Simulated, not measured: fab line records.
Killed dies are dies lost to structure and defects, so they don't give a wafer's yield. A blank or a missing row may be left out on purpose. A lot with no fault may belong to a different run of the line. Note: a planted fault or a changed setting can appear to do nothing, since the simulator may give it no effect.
Struck lot and sound lot, side by side | flow ritCmos | 15 steps out of a route of 202
Sound: these wafers, L496.2, L496.5, L496.6. Struck: wafers L490.1, L490.2, L490.5. The cause comes at the end.
Each step with rows lists, per side, the tool, then ch with its chambers, then its first start. Under that, the readings that differ: sound wafers | struck wafers | difference of the means | sigmas: that difference in standard deviations of wafers without a fault.
alike: same words and numbers on both sides, and readings whose means sit less than 2 such deviations apart. not compared: any withheld reading, any reading some wafer has no value for, any bound like >300 that may hide the same value, and any number with overlapping values for which the record gives no deviation.
Wherever a step has rows on one side only, a row that says differs or no value, or a row with sigmas, the two part there. Numbers that don't overlap but have no deviation are shown without sigmas and don't part them. A reading that every wafer of one side lacks parts them only if that side has two wafers or more.

first, 3 steps without rows for these wafers: RIT_SPACER_CLEAN_01 (cleans in dHF, time 30 s); RIT_SPACER_CLEAN_02 (cleans in SC2, time 600 s); RIT_SPACER_CVD_03 (deposits Si3N4 from SiH2Cl2/NH3, target thk 250 nm, time 3300 s).
RIT_SPACER_THK_MEAS_04:
  struck on filmMetro-01, day 6 08:59; sound on filmMetro-02, day 7 09:52
reading                 | sound       | struck      | difference | sigmas
SPACER_NITRIDE_THK (nm) | 249 246 249 | 256 254 255 | +7         | +2
RIT_SPACER_ETCHBACK_05: etches Si3N4 in SF6/CHF3, stops on SiO2, target depth 250 nm, time 240 s.
  sound on rieDiel-02 ch 2,3, day 7 09:55; struck on rieDiel-03 ch 0,2, day 6 09:02
reading              | sound             | struck          | difference | sigmas
throttleValvePct (%) | 10.45 10.54 10.43 | 9.97 10.26 9.97 | -0.41      | -3
  alike: drypumpMotorCurrentA, oesProductAu
  not compared: rfHoursCounterH
then, 6 steps without rows for these wafers: RIT_NSD_HMDS_00 (prime time 60 s); RIT_NSD_COAT_01 (resist thk 1000 nm); RIT_NSD_SOFTBAKE_02 (time 60 s); RIT_NSD_EXPOSE_03 (exposes mask M9, target cd 40700 nm); RIT_NSD_PEB_04; RIT_NSD_DEVELOP_05 (develop time 50 s).
RIT_NSD_OVL_MEAS_06:
  struck on overlay-02, day 6 10:02; sound on overlay-01, day 7 10:55
  alike: NSD_OVL
RIT_NSD_HARDBAKE_07: time 60 s.
  sound on lithoTrack-01 ch 0, day 7 10:58; struck on lithoTrack-03 ch 0, day 6 10:05
reading                                 | sound                | struck               | difference | sigmas
heaterPowerTotalW (W)                   | 62.54 62.53 62.51    | 59.99 59.97 59.98    | -2.55      | -51
plateTempC (C)                          | 139.86 139.87 139.80 | 135.37 135.35 135.29 | -4.51      | -30
model.NOVOLAK_of_NSD_COAT_01.thkNm (nm) | 881.8 881.4 882.2    | 891.5 887.8 892.9    | +8.9       | 
then, 2 steps without rows for these wafers: RIT_NSD_IMPLANT_08; RIT_M1_PROBE_99.

WHERE THEY PART
At RIT_SPACER_THK_MEAS_04 first; at RIT_NSD_HARDBAKE_07 last (within this record only).

WHY: the cause the simulator had injected
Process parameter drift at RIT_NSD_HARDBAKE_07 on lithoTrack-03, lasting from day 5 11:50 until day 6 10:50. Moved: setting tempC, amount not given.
